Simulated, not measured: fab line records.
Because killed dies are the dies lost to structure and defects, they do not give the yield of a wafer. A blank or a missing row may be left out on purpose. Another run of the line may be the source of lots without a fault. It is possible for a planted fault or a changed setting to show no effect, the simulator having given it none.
Comparing a struck lot with a sound one / flow berkeley cmos170 / 44 out of 331 route steps
Sound: wafers L797.1, L797.2, L797.5. Wafers struck: L796.2, L796.4, L796.5. The cause comes at the end.
Each step with rows lists, per side, the tool, then ch with its chambers, then its first start. Under that, the readings that differ: sound wafers / struck wafers / difference of the means / sigmas: that difference in standard deviations of wafers without a fault.
alike: readings with means less than 2 such deviations apart, plus words and numbers identical on both sides. not compared: withheld readings, readings lacking a value on some wafer, bounds such as >300 that could conceal the same value, and numbers that have no deviation in the record and whose values overlap.
A row with sigmas, a row that says differs or no value, or rows on one side alone: a step with any of these is where the two part. When numbers do not overlap yet have no deviation, they are printed without sigmas and do not part them. Lack of a reading on every wafer of one side parts them only where that side has two or more wafers.

UCB170_PLDD_STRIP_10: strips in O2.
  sound on plasma asher-04 ch 0,1, day 10 15:31; struck on plasma asher-03 ch 1, day 10 15:47
  alike: drypump motor current A, oes product au, strip time to endpoint s
  not compared: rf hours counter h
UCB170_PLDD_TW_MEAS_11:
  sound on film metro-02 at day 10 15:37; struck on film metro-02 at day 10 15:54
  alike: PLDD_TW
then, 7 steps without rows for these wafers: UCB170_PLDD_CLEAN_12 (cleans in SPM, time 600 s); UCB170_NLDD_HMDS_00 (prime time 60 s); UCB170_NLDD_COAT_01 (resist thk 900 nm); UCB170_NLDD_SOFTBAKE_02 (time 60 s); UCB170_NLDD_EXPOSE_03 (exposes mask NSELECT, target cd 1200 nm); UCB170_NLDD_PEB_04; UCB170_NLDD_DEVELOP_05 (develop time 45 s).
UCB170_NLDD_CD_MEAS_06 targets a cd of 1200 nm.
  sound on cd sem-02 at day 10 16:54; struck on cd sem-02 at day 10 17:38
  alike: cd nm
UCB170_NLDD_OVL_MEAS_07:
  sound on overlay-02 at day 10 17:01; struck on overlay-01 at day 10 17:45
  alike: NLDD_OVL
then, 1 step without rows for these wafers: UCB170_NLDD_IMPLANT_08.
UCB170_NLDD_IMPLANT_09:
  sound on implanter-02 ch 0, day 10 17:12; struck on implanter-03 ch 0, day 10 18:26
UCB170_NLDD_STRIP_10: strips in O2.
  sound on plasma asher-02 ch 0,1, day 10 17:21; struck on plasma asher-01 ch 0,1, day 10 18:34
reading=drypump motor current A (A); sound=5.4 5.2 5.2; struck=6.5 6.3 6.5; difference=+1.2; sigmas=+2
  alike: oes product au, strip time to endpoint s
  not compared: rf hours counter h
UCB170_NLDD_TW_MEAS_11:
  sound on film metro-04 at day 10 17:27; struck on film metro-01 at day 10 18:56
reading=NLDD_TW; sound=2218 2232 2229; struck=2460 2452 2451; difference=+228; sigmas=+11
then, 2 steps without rows for these wafers: UCB170_NLDD_CLEAN_12 (cleans in SPM, time 600 s); UCB170_SPACER_CVD_00 (deposits SiO2 from TEOS/O2, target thk 376 nm, time 47 s).
UCB170_SPACER_THK_MEAS_01:
  sound on film metro-03 at day 10 17:50; struck on film metro-02 at day 10 20:54
  alike: SPACER_TEOS_THK
then, 1 step without rows for these wafers: UCB170_SPACER_ANNEAL_02 (time 1800 s).
UCB170_SPACER_ETCHBACK_03: etches SiO2 in CHF3/CF4/Ar, stops on Si, target depth 376 nm, time 100 s.
  sound on rie diel-03 ch 0,2,3, day 11 01:35; struck on rie diel-02 ch 1,3, day 11 01:35
  alike: drypump motor current A, oes product au, throttle valve pct
  not compared: rf hours counter h
then, 6 steps without rows for these wafers: UCB170_PSD_HMDS_00 (prime time 60 s); UCB170_PSD_COAT_01 (resist thk 900 nm); UCB170_PSD_SOFTBAKE_02 (time 60 s); UCB170_PSD_EXPOSE_03 (exposes mask PSELECT MOD, target cd 1200 nm); UCB170_PSD_PEB_04; UCB170_PSD_DEVELOP_05 (develop time 45 s).
UCB170_PSD_CD_MEAS_06 targets a cd of 1200 nm.
  sound on cd sem-02 at day 11 02:37; struck on cd sem-01 at day 11 02:53
reading=cd nm (nm); sound=1201.0 1201.2 1201.1; struck=1198.3 1198.0 1198.3; difference=-2.9; sigmas=-2
UCB170_PSD_OVL_MEAS_07:
  sound on overlay-02 at day 11 02:44; struck on overlay-01 at day 11 02:59
  alike: PSD_OVL
then, 1 step without rows for these wafers: UCB170_PSD_IMPLANT_08.
UCB170_PSD_STRIP_09: strips in O2.
  sound on plasma asher-04 ch 0,1, day 11 02:56; struck on plasma asher-02 ch 0,1, day 11 03:10
  alike: drypump motor current A, oes product au, strip time to endpoint s
  not compared: rf hours counter h
UCB170_PSD_TW_MEAS_10:
  sound on film metro-04 at day 11 03:02; struck on film metro-02 at day 11 03:17
  alike: PSD_TW
then, 7 steps without rows for these wafers: UCB170_PSD_CLEAN_11 (cleans in SPM, time 600 s); UCB170_NSD_HMDS_00 (prime time 60 s); UCB170_NSD_COAT_01 (resist thk 900 nm); UCB170_NSD_SOFTBAKE_02 (time 60 s); UCB170_NSD_EXPOSE_03 (exposes mask NSELECT MOD, target cd 1200 nm); UCB170_NSD_PEB_04; UCB170_NSD_DEVELOP_05 (develop time 45 s).
UCB170_NSD_CD_MEAS_06 targets a cd of 1200 nm.
  sound on cd sem-02 at day 11 04:14; struck on cd sem-02 at day 11 04:59
  alike: cd nm
UCB170_NSD_OVL_MEAS_07:
  sound on overlay-02 at day 11 04:21; struck on overlay-02 at day 11 05:05
  alike: NSD_OVL
then, 1 step without rows for these wafers: UCB170_NSD_IMPLANT_08.
UCB170_NSD_STRIP_09: strips in O2.
  sound on plasma asher-01 ch 0,1, day 11 04:32; struck on plasma asher-04 ch 0,1, day 11 05:16
reading=oes product au (a.u.); sound=0.530 0.515 0.527; struck=0.528 0.535 0.540; difference=+0.010; sigmas=+2
  alike: drypump motor current A, strip time to endpoint s
  not compared: rf hours counter h
UCB170_SDANNEAL_RS_MEAS_05: uses a four-point probe to measure.
  sound on film metro-01 at day 11 06:17; struck on film metro-02 at day 11 08:58
reading=NLDD_RS (ohm/sq); sound=615.2 616.1 616.1; struck=465.1 466.1 464.8; difference=-150.5; sigmas=-99 or more
UCB170_M3_PROBE_99:
  the record holds rows for the sound wafers here (prober-01, day 12 08:01) but none for the struck ones

WHERE THEY PART
Earliest at UCB170_NLDD_STRIP_10; latest, in this record, at UCB170_M3_PROBE_99.

WHY: what the simulator had put in
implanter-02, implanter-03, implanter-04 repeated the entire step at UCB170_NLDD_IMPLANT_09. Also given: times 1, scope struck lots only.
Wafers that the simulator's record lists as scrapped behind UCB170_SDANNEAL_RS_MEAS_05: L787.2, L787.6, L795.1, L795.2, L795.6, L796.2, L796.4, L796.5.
